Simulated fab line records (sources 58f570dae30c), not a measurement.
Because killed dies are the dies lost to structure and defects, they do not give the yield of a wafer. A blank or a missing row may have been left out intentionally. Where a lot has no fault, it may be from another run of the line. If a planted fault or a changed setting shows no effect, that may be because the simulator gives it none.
fab line records ; flow berkeleyCmos170 ; part 1 of 2: steps 1 to 27 of 41
record lots=5; wafers=15; lastDay=13
route steps=331 shown NWELL@23 PWELL@34 WELLDRIVE@55 ACTIVE@60
lots untouched by any fault: they come from a run of this same line in which no faults occurred
startH: hours from the record's opening day to when the first of the lot's shown wafers began ; waitH: hours from the lot's prior step to this one ; " identical to the entry in the row above ; L1.1+2: one row covering several wafers at once ; - no value, or no start given ; * or withheld: withheld ; < > ~ a bound
route shown NAME@n: names a module that has steps shown in the file, with the first one's number in the route ; usual: mean and standard deviation over wafers with no fault ; same: alike in all rows ; chamber/n: place in a boat ; sites: each site's reading ; _std_site: standard deviation of those values ; _edge_site: outer sites' mean less inner sites' ; radiusMm: for every site, how far away it sits from the centre of the wafer ; mask NAME#n: copy n ; behind: the last tool/chamber to shape the wafer ; hold: reason for holding the lot/hours on hold/outcome of the hold ; device: the transistor (n, p or np) that didn't switch ; end of line: at the end of the route, the tests of the same wafers ; a step given without rows: its recipe and nothing more ; killed: at the first sort, the dies lost to defects and structure; wafer yield is something else ; map: per-die view of a wafer (x killed, . not killed, _ where there is no die)
set.NAME: the setting the step ran with; set.NAME@STEP: the setting that earlier step ran with ; model.NAME: the simulator's own value behind a step, which no gauge read
a table for each step, a row for each wafer; lots at some steps of the route
services: when a tool's chamber went out of use (startH, in hours from the record's first day, below 0 if earlier), for how many hours, and the reason
## steps
# step UCB170_NWELL_EXPOSE_09
# recipe maskId=NWELL; targetCdNm=3000; na=0.5; sigmaOuter=0.6; sourceShape=conventional; doseMj=25
# usual exposureDoseMJCm2=24.994/0.025
lot.wafer;tool;chamber;startH;waitH;mask;exposureDoseMJCm2
L080.1;krfScanner-01;0;67.43;0.4;NWELL#0;24.981
L080.4;krfScanner-01;0;67.43;0.4;NWELL#0;24.989
L080.6;krfScanner-01;0;67.43;0.4;NWELL#0;24.977
L082.2;krfScanner-02;0;75.30;0.6;NWELL#0;25.032
L082.3;krfScanner-02;0;75.30;0.6;NWELL#0;25.019
L082.5;krfScanner-02;0;75.30;0.6;NWELL#0;25.038
L091.1;krfScanner-02;0;123.55;0.2;NWELL#0;24.984
L091.2;krfScanner-02;0;123.55;0.2;NWELL#0;24.998
L091.4;krfScanner-02;0;123.55;0.2;NWELL#0;24.981
L092.1;krfScanner-01;0;123.91;0.4;NWELL#0;25.008
L092.2;krfScanner-01;0;123.91;0.4;NWELL#0;24.960
L092.6;krfScanner-01;0;123.91;0.4;NWELL#0;24.991
L095.1;krfScanner-02;0;139.09;0.2;NWELL#0;24.989
L095.5;krfScanner-02;0;139.09;0.2;NWELL#0;24.984
L095.6;krfScanner-02;0;139.09;0.2;NWELL#0;24.962
# step UCB170_NWELL_PEB_10
# recipe pebTempC=130; pebTimeS=withheld; resist=KrF
# usual exhaustPa=44.8/0.94
lot.wafer;tool;chamber;startH;waitH;exhaustPa
L080.1;lithoTrack-04;0;68.29;0.8;45.3
L080.4;lithoTrack-04;0;68.29;0.8;45.2
L080.6;lithoTrack-04;0;68.29;0.8;43.3
L082.2;lithoTrack-03;0;75.95;0.6;44.6
L082.3;lithoTrack-03;0;75.95;0.6;45.2
L082.5;lithoTrack-03;0;75.95;0.6;45.2
L091.1;lithoTrack-03;0;123.67;0.1;46.2
L091.2;lithoTrack-03;0;123.67;0.1;45.9
L091.4;lithoTrack-03;0;123.67;0.1;45.4
L092.1;lithoTrack-03;0;124.39;0.5;44.6
L092.2;lithoTrack-03;0;124.39;0.5;45.0
L092.6;lithoTrack-03;0;124.39;0.5;44.4
L095.1;lithoTrack-01;0;139.24;0.1;45.3
L095.5;lithoTrack-01;0;139.24;0.1;45.3
L095.6;lithoTrack-01;0;139.24;0.1;44.2
# step UCB170_NWELL_DEVELOP_11
# recipe developer=TMAH; developTimeS=45; resist=KrF; devTempC=21
# usual exhaustPa=45.1/0.94
lot.wafer;tool;chamber;startH;waitH;exhaustPa
L080.1;lithoTrack-04;0;-;-;46.5
L080.4;lithoTrack-04;0;-;-;46.4
L080.6;lithoTrack-04;0;-;-;46.4
L082.2;lithoTrack-03;0;-;-;45.6
L082.3;lithoTrack-03;0;-;-;45.8
L082.5;lithoTrack-03;0;-;-;45.2
L091.1;lithoTrack-03;0;-;-;44.6
L091.2;lithoTrack-03;0;-;-;45.4
L091.4;lithoTrack-03;0;-;-;45.0
L092.1;lithoTrack-03;0;-;-;45.7
L092.2;lithoTrack-03;0;-;-;46.3
L092.6;lithoTrack-03;0;-;-;45.0
L095.1;lithoTrack-01;0;-;-;44.1
L095.5;lithoTrack-01;0;-;-;45.4
L095.6;lithoTrack-01;0;-;-;45.3
# step UCB170_NWELL_OVL_MEAS_12
# usual NWELL_OVL=3/5.6
lot.wafer;tool;chamber;startH;waitH;NWELL_OVL[nm]
L080.1;overlay-02;-;68.57;-;5
L080.4;overlay-02;-;68.57;-;4
L080.6;overlay-02;-;68.57;-;5
L082.2;overlay-02;-;76.20;-;1
L082.3;overlay-02;-;76.20;-;3
L082.5;overlay-02;-;76.20;-;2
L091.1;overlay-02;-;123.94;-;-7
L091.2;overlay-02;-;123.94;-;3
L091.4;overlay-02;-;123.94;-;1
L092.1;overlay-02;-;124.67;-;1
L092.2;overlay-02;-;124.67;-;3
L092.6;overlay-02;-;124.67;-;2
L095.1;overlay-02;-;139.51;-;-1
L095.5;overlay-02;-;139.51;-;-4
L095.6;overlay-02;-;139.51;-;-7
# step UCB170_NWELL_ETCH_13
# recipe chemistry=CH3F/Ar/O2; target=Si3N4; stopOn=SiO2; CH3F_flow_sccm=20; Ar_flow_sccm=50; O2_flow_sccm=7; pressureMtorr=50; rfW=450; targetDepthA=2464; overEtchFrac=0.1; timeS=154
# usual drypumpMotorCurrentA=5.7/0.51; oesProductAu=0.941/0.015; throttleValvePct=8.02/0.11
# same timeS=154
lot.wafer;tool;chamber;startH;waitH;drypumpMotorCurrentA;oesProductAu;rfHoursCounterH;throttleValvePct
L080.1;rieDiel-04;1;68.60;0.0;5.4;0.970;1;8.01
L080.4;rieDiel-04;3;68.60;0.0;6.5;0.926;32;8.05
L080.6;rieDiel-04;0;68.60;0.0;5.5;0.938;-;8.02
L082.2;rieDiel-02;1;76.23;0.0;6.3;0.944;23;7.89
L082.3;rieDiel-02;0;76.23;0.0;5.8;0.957;34;8.03
L082.5;rieDiel-02;2;76.23;0.0;5.6;0.940;-;8.19
L091.1;rieDiel-04;0;123.98;0.0;5.5;0.930;18;8.00
L091.2;rieDiel-04;3;123.98;0.0;6.4;0.930;35;8.04
L091.4;rieDiel-04;2;123.98;0.0;5.8;0.951;85;8.00
L092.1;rieDiel-02;1;124.70;0.0;6.3;0.939;24;7.87
L092.2;rieDiel-02;2;124.70;0.0;5.6;0.924;139;8.19
L092.6;rieDiel-02;0;124.70;0.0;5.8;0.959;-;8.02
L095.1;rieDiel-04;3;139.55;0.0;6.5;0.933;36;8.05
L095.5;rieDiel-04;1;139.55;0.0;5.4;0.966;-;8.03
L095.6;rieDiel-04;2;139.55;0.0;5.8;0.959;-;7.98
# step UCB170_NWELL_IMPLANT_14
# recipe species=P; doseCm2=1e+13; energyKev=151.1; tiltDeg=7
# usual beamOnS=10.00/0.21
lot.wafer;tool;chamber;startH;waitH;beamOnS
L080.1;implanter-04;0;68.70;0.1;9.99
L080.4;implanter-04;0;68.70;0.1;9.90
L080.6;implanter-04;0;68.70;0.1;9.92
L082.2;implanter-02;0;76.36;0.1;10.16
L082.3;implanter-02;0;76.36;0.1;10.21
L082.5;implanter-02;0;76.36;0.1;9.96
L091.1;implanter-04;0;124.08;0.1;10.23
L091.2;implanter-04;0;124.08;0.1;9.97
L091.4;implanter-04;0;124.08;0.1;9.44
L092.1;implanter-02;0;124.81;0.1;10.00
L092.2;implanter-02;0;124.81;0.1;10.05
L092.6;implanter-02;0;124.81;0.1;10.17
L095.1;implanter-02;0;139.65;0.1;9.94
L095.5;implanter-02;0;139.65;0.1;9.60
L095.6;implanter-02;0;139.65;0.1;10.04
# step UCB170_NWELL_STRIP_15
# recipe chemistry=O2; powerW=400; pressureMtorr=3500; platenTempC=withheld; o2FlowSccm=400; overashFraction=0.5
# usual drypumpMotorCurrentA=5.7/0.5; oesProductAu=0.721/0.0045; stripTimeToEndpointS=17.99/0.069
lot.wafer;tool;chamber;startH;waitH;drypumpMotorCurrentA;oesProductAu;rfHoursCounterH;stripTimeToEndpointS
L080.1;plasmaAsher-02;0;68.85;0.1;5.5;0.720;32;18.08
L080.4;plasmaAsher-02;0;68.85;0.1;5.6;0.726;-;17.90
L080.6;plasmaAsher-02;1;68.85;0.1;5.7;0.719;-;18.09
L082.2;plasmaAsher-02;0;76.49;0.1;5.5;0.719;33;18.00
L082.3;plasmaAsher-02;1;76.49;0.1;5.7;0.718;-;17.90
L082.5;plasmaAsher-02;0;76.49;0.1;5.5;0.722;-;17.91
L091.1;plasmaAsher-01;1;124.23;0.1;4.9;0.716;38;18.03
L091.2;plasmaAsher-01;0;124.23;0.1;6.2;0.724;38;17.96
L091.4;plasmaAsher-01;1;124.23;0.1;4.9;0.729;-;18.05
L092.1;plasmaAsher-01;0;124.96;0.1;6.2;0.725;38;18.05
L092.2;plasmaAsher-01;1;124.96;0.1;4.9;0.717;38;18.03
L092.6;plasmaAsher-01;1;124.96;0.1;4.9;0.723;-;18.03
L095.1;plasmaAsher-02;1;139.80;0.1;5.7;0.725;40;17.97
L095.5;plasmaAsher-02;0;139.80;0.1;5.5;0.720;-;18.00
L095.6;plasmaAsher-02;1;139.80;0.1;5.7;0.715;-;18.05
# step UCB170_NWELL_TW_MEAS_16
# usual NWELL_TW=1258/6.5
lot.wafer;tool;chamber;startH;waitH;NWELL_TW
L080.1;filmMetro-02;-;68.95;0.1;1264
L080.4;filmMetro-02;-;68.95;0.1;1259
L080.6;filmMetro-02;-;68.95;0.1;1259
L082.2;filmMetro-02;-;76.60;0.1;1284
L082.3;filmMetro-02;-;76.60;0.1;1269
L082.5;filmMetro-02;-;76.60;0.1;1272
L091.1;filmMetro-03;-;124.33;0.1;1262
L091.2;filmMetro-03;-;124.33;0.1;1258
L091.4;filmMetro-03;-;124.33;0.1;1260
L092.1;filmMetro-02;-;125.06;0.1;1261
L092.2;filmMetro-02;-;125.06;0.1;1273
L092.6;filmMetro-02;-;125.06;0.1;1261
L095.1;filmMetro-03;-;139.90;0.1;1257
L095.5;filmMetro-03;-;139.90;0.1;1265
L095.6;filmMetro-03;-;139.90;0.1;1259
# step UCB170_NWELL_CLEAN_17
# recipe chemistry=SPM; tempC=120; timeS=600
# same timeS=600
lot.wafer;tool;chamber;startH;waitH
L080.1+4+6;wetBench-04;1;69.10;0.1
L082.2+3+5;wetBench-03;1;76.72;0.1
L091.1+2+4;wetBench-03;2;124.39;0.1
L092.1+2+6;wetBench-04;0;125.23;0.2
L095.1+5+6;wetBench-02;1;142.08;2.2
# step UCB170_NWELL_WET_ETCH_18
# recipe chemistry=H3PO4; target=Si3N4; tempC=160; timeS=14400
# same timeS=14400
lot.wafer;tool;chamber;startH;waitH
L080.1+4+6;wetBench-04;3;69.28;0.0
L082.2+3+5;wetBench-04;0;80.44;3.5
L091.1+2+4;wetBench-03;3;124.58;0.0
L092.1+2+6;wetBench-02;0;125.58;0.2
L095.1+5+6;wetBench-02;2;142.53;0.3
# step UCB170_NWELL_WET_ETCH_19
# recipe chemistry=BOE; dilution=5:1; target=SiO2; tempC=25; timeS=22
# same timeS=22
lot.wafer;tool;chamber;startH;waitH
L080.1+4+6;wetBench-04;1;73.46;0.2
L082.2+3+5;wetBench-04;0;84.52;0.1
L091.1+2+4;wetBench-03;0;128.76;0.2
L092.1+2+6;wetBench-04;3;129.62;0.0
L095.1+5+6;wetBench-04;3;150.48;3.9
# step UCB170_PWELL_CLEAN_00
# recipe chemistry=SPM; tempC=120; timeS=600
# same timeS=600
lot.wafer;tool;chamber;startH;waitH
L080.1+4+6;wetBench-04;3;73.52;0.0
L082.2+3+5;wetBench-04;2;84.53;0.0
L091.1+2+4;wetBench-03;0;128.78;0.0
L092.1+2+6;wetBench-02;3;129.66;0.0
L095.1+5+6;wetBench-02;0;151.30;0.8
# step UCB170_PWELL_CLEAN_01
# recipe chemistry=dHF; dilution=25:1; timeS=60
# same timeS=60
lot.wafer;tool;chamber;startH;waitH
L080.1+4+6;wetBench-04;2;73.87;0.2
L082.2+3+5;wetBench-04;3;85.06;0.3
L091.1+2+4;wetBench-03;0;128.95;0.0
L092.1+2+6;wetBench-02;1;129.83;0.0
L095.1+5+6;wetBench-04;2;155.06;3.6
# step UCB170_PWELL_OXIDATION_02
# recipe tempC=1000; ambient=O2; targetThkA=264; oxTimeS=1260
# usual oxTempC=1000.0/0.45
lot.wafer;tool;chamber;startH;waitH;oxTempC
L080.1;furnace-04;0;77.21;3.3;999.9
L080.4;furnace-04;0;77.21;3.3;1000.1
L080.6;furnace-04;0;77.21;3.3;1000.2
L082.2;furnace-04;0;86.81;1.7;1000.2
L082.3;furnace-04;0;86.81;1.7;1000.6
L082.5;furnace-04;0;86.81;1.7;999.9
L091.1;furnace-01;0;133.95;5.0;999.2
L091.2;furnace-01;0;133.95;5.0;999.7
L091.4;furnace-01;0;133.95;5.0;999.9
L092.1;furnace-01;0;133.95;4.1;999.7
L092.2;furnace-01;0;133.95;4.1;999.5
L092.6;furnace-01;0;133.95;4.1;999.9
L095.1;furnace-01;0;158.63;3.5;1000.1
L095.5;furnace-01;0;158.63;3.5;1000.0
L095.6;furnace-01;0;158.63;3.5;999.6
# step UCB170_PWELL_THK_MEAS_03
# recipe reads=SiO2_of_PWELL_OXIDATION_02
# usual PWELL_OXIDE_THK=26.3/0.47
lot.wafer;tool;chamber;startH;waitH;PWELL_OXIDE_THK[nm]
L080.1;filmMetro-01;-;78.56;0.0;26.3
L080.4;filmMetro-01;-;78.56;0.0;26.4
L080.6;filmMetro-01;-;78.56;0.0;26.5
L082.2;filmMetro-02;-;88.23;0.1;26.1
L082.3;filmMetro-02;-;88.23;0.1;25.8
L082.5;filmMetro-02;-;88.23;0.1;26.0
L091.1;filmMetro-02;-;135.30;0.0;26.6
L091.2;filmMetro-02;-;135.30;0.0;26.6
L091.4;filmMetro-02;-;135.30;0.0;26.9
L092.1;filmMetro-03;-;135.30;0.0;26.0
L092.2;filmMetro-03;-;135.30;0.0;26.2
L092.6;filmMetro-03;-;135.30;0.0;26.3
L095.1;filmMetro-03;-;159.98;0.0;26.5
L095.5;filmMetro-03;-;159.98;0.0;26.4
L095.6;filmMetro-03;-;159.98;0.0;26.8
# step UCB170_PWELL_ANNEAL_04
# recipe tempC=1000; timeS=900; ambient=N2
# same timeS=900
lot.wafer;tool;chamber;startH;waitH
L080.1+4+6;furnace-02;0;82.28;3.7
L082.2+3+5;furnace-04;0;93.80;5.6
L091.1+2+4;furnace-02;0;140.14;4.8
L092.1+2+6;furnace-02;0;140.14;4.8
L095.1+5+6;furnace-01;0;164.17;4.2
# step UCB170_PWELL_CVD_05
# recipe material=Si3N4; targetThkNm=220; tempC=800; precursor=SiH2Cl2/NH3; timeS=3300; pressureMtorr=200; sih2cl2FlowSccm=25; nh3FlowSccm=75
# same timeS=3300
lot.wafer;tool;chamber;startH;waitH
L080.1+4+6;lpcvd-02;0;83.53;0.0
L082.2+3+5;lpcvd-02;1;95.05;0.0
L091.1+2+4;lpcvd-02;1;141.39;0.0
L092.1+2+6;lpcvd-02;1;141.39;0.0
L095.1+5+6;lpcvd-01;0;165.42;0.0
# step UCB170_PWELL_THK_MEAS_06
# recipe reads=Si3N4_of_PWELL_CVD_05
# usual PWELL_NITRIDE_THK=220.6/2.1
lot.wafer;tool;chamber;startH;waitH;PWELL_NITRIDE_THK[nm]
L080.1;filmMetro-02;-;85.44;0.0;220.4
L080.4;filmMetro-02;-;85.44;0.0;220.0
L080.6;filmMetro-02;-;85.44;0.0;218.8
L082.2;filmMetro-02;-;96.98;0.0;218.8
L082.3;filmMetro-02;-;96.98;0.0;218.3
L082.5;filmMetro-02;-;96.98;0.0;218.4
L091.1;filmMetro-02;-;143.31;0.0;221.0
L091.2;filmMetro-02;-;143.31;0.0;219.2
L091.4;filmMetro-02;-;143.31;0.0;219.7
L092.1;filmMetro-01;-;143.31;0.0;220.9
L092.2;filmMetro-01;-;143.31;0.0;219.4
L092.6;filmMetro-01;-;143.31;0.0;220.8
L095.1;filmMetro-03;-;167.33;0.0;221.4
L095.5;filmMetro-03;-;167.33;0.0;219.2
L095.6;filmMetro-03;-;167.33;0.0;218.7
# step UCB170_PWELL_HMDS_07
# recipe primeTimeS=60; primeTempC=100
# usual exhaustPa=45.0/1
lot.wafer;tool;chamber;startH;waitH;exhaustPa
L080.1;lithoTrack-04;0;85.51;0.1;46.2
L080.4;lithoTrack-04;0;85.51;0.1;44.1
L080.6;lithoTrack-04;0;85.51;0.1;46.3
L082.2;lithoTrack-04;0;97.16;0.2;45.2
L082.3;lithoTrack-04;0;97.16;0.2;45.8
L082.5;lithoTrack-04;0;97.16;0.2;44.8
L092.1;lithoTrack-01;0;143.40;0.1;44.3
L092.2;lithoTrack-01;0;143.40;0.1;45.2
L092.6;lithoTrack-01;0;143.40;0.1;45.5
L091.1;lithoTrack-04;0;143.46;0.1;46.4
L091.2;lithoTrack-04;0;143.46;0.1;45.1
L091.4;lithoTrack-04;0;143.46;0.1;45.6
L095.1;lithoTrack-04;0;167.74;0.4;43.7
L095.5;lithoTrack-04;0;167.74;0.4;44.7
L095.6;lithoTrack-04;0;167.74;0.4;44.4
# step UCB170_PWELL_COAT_08
# recipe resist=KrF; spinRpm=1500; resistThkNm=900
# usual exhaustPa=45.0/0.81
lot.wafer;tool;chamber;startH;waitH;exhaustPa
L080.1;lithoTrack-04;0;85.66;0.1;45.3
L080.4;lithoTrack-04;0;85.66;0.1;47.0
L080.6;lithoTrack-04;0;85.66;0.1;46.7
L082.2;lithoTrack-04;0;97.31;0.1;44.8
L082.3;lithoTrack-04;0;97.31;0.1;46.1
L082.5;lithoTrack-04;0;97.31;0.1;46.5
L092.1;lithoTrack-01;0;143.55;0.1;45.9
L092.2;lithoTrack-01;0;143.55;0.1;45.6
L092.6;lithoTrack-01;0;143.55;0.1;45.8
L091.1;lithoTrack-04;0;143.61;0.1;45.5
L091.2;lithoTrack-04;0;143.61;0.1;45.2
L091.4;lithoTrack-04;0;143.61;0.1;44.7
L095.1;lithoTrack-04;0;167.89;0.1;45.0
L095.5;lithoTrack-04;0;167.89;0.1;45.4
L095.6;lithoTrack-04;0;167.89;0.1;44.7
# step UCB170_PWELL_SOFTBAKE_09
# recipe resist=KrF; tempC=130; timeS=60
# usual exhaustPa=45.0/0.94
# same timeS=60
lot.wafer;tool;chamber;startH;waitH;exhaustPa
L080.1;lithoTrack-04;0;85.81;0.1;45.0
L080.4;lithoTrack-04;0;85.81;0.1;44.1
L080.6;lithoTrack-04;0;85.81;0.1;42.1
L082.2;lithoTrack-04;0;97.46;0.1;45.0
L082.3;lithoTrack-04;0;97.46;0.1;43.1
L082.5;lithoTrack-04;0;97.46;0.1;44.4
L092.1;lithoTrack-01;0;143.70;0.1;46.2
L092.2;lithoTrack-01;0;143.70;0.1;45.6
L092.6;lithoTrack-01;0;143.70;0.1;45.4
L091.1;lithoTrack-04;0;143.76;0.1;43.4
L091.2;lithoTrack-04;0;143.76;0.1;43.7
L091.4;lithoTrack-04;0;143.76;0.1;43.5
L095.1;lithoTrack-04;0;168.04;0.1;45.8
L095.5;lithoTrack-04;0;168.04;0.1;44.9
L095.6;lithoTrack-04;0;168.04;0.1;45.4
# step UCB170_PWELL_EXPOSE_10
# recipe maskId=PWELL; targetCdNm=3000; na=0.5; sigmaOuter=0.6; sourceShape=conventional; doseMj=19
# usual exposureDoseMJCm2=19.001/0.017
lot.wafer;tool;chamber;startH;waitH;mask;exposureDoseMJCm2
L080.1;krfScanner-02;0;85.96;0.1;PWELL#0;19.011
L080.4;krfScanner-02;0;85.96;0.1;PWELL#0;19.025
L080.6;krfScanner-02;0;85.96;0.1;PWELL#0;18.989
L082.2;krfScanner-01;0;97.74;0.2;PWELL#0;19.018
L082.3;krfScanner-01;0;97.74;0.2;PWELL#0;18.995
L082.5;krfScanner-01;0;97.74;0.2;PWELL#0;19.003
L092.1;krfScanner-01;0;144.08;0.4;PWELL#0;18.993
L092.2;krfScanner-01;0;144.08;0.4;PWELL#0;18.989
L092.6;krfScanner-01;0;144.08;0.4;PWELL#0;18.982
L091.1;krfScanner-01;0;-;-;PWELL#0;19.042
L091.2;krfScanner-01;0;-;-;PWELL#0;19.020
L091.4;krfScanner-01;0;-;-;PWELL#0;18.999
L095.1;krfScanner-01;0;-;-;PWELL#0;19.010
L095.5;krfScanner-01;0;-;-;PWELL#0;19.027
L095.6;krfScanner-01;0;-;-;PWELL#0;19.037
# step UCB170_PWELL_PEB_11
# recipe pebTempC=130; pebTimeS=withheld; resist=KrF
# usual exhaustPa=45.1/0.86
lot.wafer;tool;chamber;startH;waitH;exhaustPa
L080.1;lithoTrack-02;0;86.20;0.2;43.4
L080.4;lithoTrack-02;0;86.20;0.2;45.0
L080.6;lithoTrack-02;0;86.20;0.2;44.3
L082.2;lithoTrack-02;0;97.95;0.2;45.4
L082.3;lithoTrack-02;0;97.95;0.2;44.6
L082.5;lithoTrack-02;0;97.95;0.2;45.3
L092.1;lithoTrack-02;0;145.02;0.9;44.6
L092.2;lithoTrack-02;0;145.02;0.9;44.2
L092.6;lithoTrack-02;0;145.02;0.9;45.3
L091.1;lithoTrack-02;0;-;-;47.3
L091.2;lithoTrack-02;0;-;-;46.2
L091.4;lithoTrack-02;0;-;-;45.5
L095.1;lithoTrack-02;0;-;-;44.9
L095.5;lithoTrack-02;0;-;-;43.8
L095.6;lithoTrack-02;0;-;-;44.7
# step UCB170_PWELL_DEVELOP_12
# recipe developer=TMAH; developTimeS=45; resist=KrF; devTempC=21
# usual exhaustPa=44.9/0.92
lot.wafer;tool;chamber;startH;waitH;exhaustPa
L080.1;lithoTrack-02;0;-;-;45.0
L080.4;lithoTrack-02;0;-;-;44.4
L080.6;lithoTrack-02;0;-;-;43.8
L082.2;lithoTrack-02;0;-;-;44.8
L082.3;lithoTrack-02;0;-;-;45.5
L082.5;lithoTrack-02;0;-;-;44.4
L092.1;lithoTrack-02;0;-;-;44.2
L092.2;lithoTrack-02;0;-;-;43.7
L092.6;lithoTrack-02;0;-;-;44.6
L091.1;lithoTrack-02;0;-;-;45.4
L091.2;lithoTrack-02;0;-;-;43.2
L091.4;lithoTrack-02;0;-;-;45.0
L095.1;lithoTrack-02;0;-;-;45.5
L095.5;lithoTrack-02;0;-;-;45.4
L095.6;lithoTrack-02;0;-;-;44.8
# step UCB170_PWELL_OVL_MEAS_13
# usual PWELL_OVL=1/5
lot.wafer;tool;chamber;startH;waitH;PWELL_OVL[nm]
L080.1;overlay-01;-;86.47;-;7
L080.4;overlay-01;-;86.47;-;3
L080.6;overlay-01;-;86.47;-;5
L082.2;overlay-01;-;98.21;-;4
L082.3;overlay-01;-;98.21;-;-1
L082.5;overlay-01;-;98.21;-;6
L092.1;overlay-01;-;145.29;-;6
L092.2;overlay-01;-;145.29;-;12
L092.6;overlay-01;-;145.29;-;9
L091.1;overlay-02;-;145.57;-;0
L091.2;overlay-02;-;145.57;-;-4
L091.4;overlay-02;-;145.57;-;-2
L095.1;overlay-02;-;169.83;-;-3
L095.5;overlay-02;-;169.83;-;-1
L095.6;overlay-02;-;169.83;-;-3
# step UCB170_PWELL_ETCH_14
# recipe chemistry=CH3F/Ar/O2; target=Si3N4; stopOn=SiO2; CH3F_flow_sccm=20; Ar_flow_sccm=50; O2_flow_sccm=7; pressureMtorr=50; rfW=450; targetDepthA=2420; overEtchFrac=0.11; timeS=151
# usual drypumpMotorCurrentA=5.7/0.57; oesProductAu=0.938/0.015; throttleValvePct=8.00/0.067
# same timeS=151
lot.wafer;tool;chamber;startH;waitH;drypumpMotorCurrentA;oesProductAu;rfHoursCounterH;throttleValvePct
L080.1;rieDiel-03;2;86.51;0.0;5.7;0.914;11;7.85
L080.4;rieDiel-03;3;86.51;0.0;4.6;0.933;93;7.97
L080.6;rieDiel-03;0;86.51;0.0;6.3;0.939;-;8.01
L082.2;rieDiel-04;2;98.24;0.0;5.8;0.948;84;7.99
L082.3;rieDiel-04;3;98.24;0.0;6.5;0.918;34;8.04
L082.5;rieDiel-04;0;98.24;0.0;5.6;0.935;-;8.01
L092.1;rieDiel-04;3;145.33;0.0;6.5;0.925;36;8.07
L092.2;rieDiel-04;0;145.33;0.0;5.5;0.943;19;7.99
L092.6;rieDiel-04;2;145.33;0.0;5.8;0.953;-;7.99
L091.1;rieDiel-01;1;145.60;0.0;6.1;0.944;55;7.90
L091.2;rieDiel-01;3;145.60;0.0;4.9;0.931;55;8.02
L091.4;rieDiel-01;0;145.60;0.0;6.6;0.947;2;8.02
L095.1;rieDiel-04;3;169.86;0.0;6.5;0.928;37;8.07
L095.5;rieDiel-04;3;169.86;0.0;6.5;0.925;-;8.04
L095.6;rieDiel-04;0;169.86;0.0;5.5;0.937;-;8.00
# step UCB170_PWELL_IMPLANT_15
# recipe species=B; doseCm2=5e+12; energyKev=60; tiltDeg=7
# usual beamOnS=9.99/0.21
lot.wafer;tool;chamber;startH;waitH;beamOnS
L080.1;implanter-03;0;86.61;0.1;10.19
L080.4;implanter-03;0;86.61;0.1;9.76
L080.6;implanter-03;0;86.61;0.1;10.30
L082.2;implanter-04;0;98.36;0.1;10.15
L082.3;implanter-04;0;98.36;0.1;9.88
L082.5;implanter-04;0;98.36;0.1;10.31
L092.1;implanter-03;0;145.43;0.1;9.71
L092.2;implanter-03;0;145.43;0.1;9.86
L092.6;implanter-03;0;145.43;0.1;10.44
L091.1;implanter-02;0;145.70;0.1;10.17
L091.2;implanter-02;0;145.70;0.1;9.67
L091.4;implanter-02;0;145.70;0.1;9.83
L095.1;implanter-02;0;169.96;0.1;9.62
L095.5;implanter-02;0;169.96;0.1;9.78
L095.6;implanter-02;0;169.96;0.1;10.01
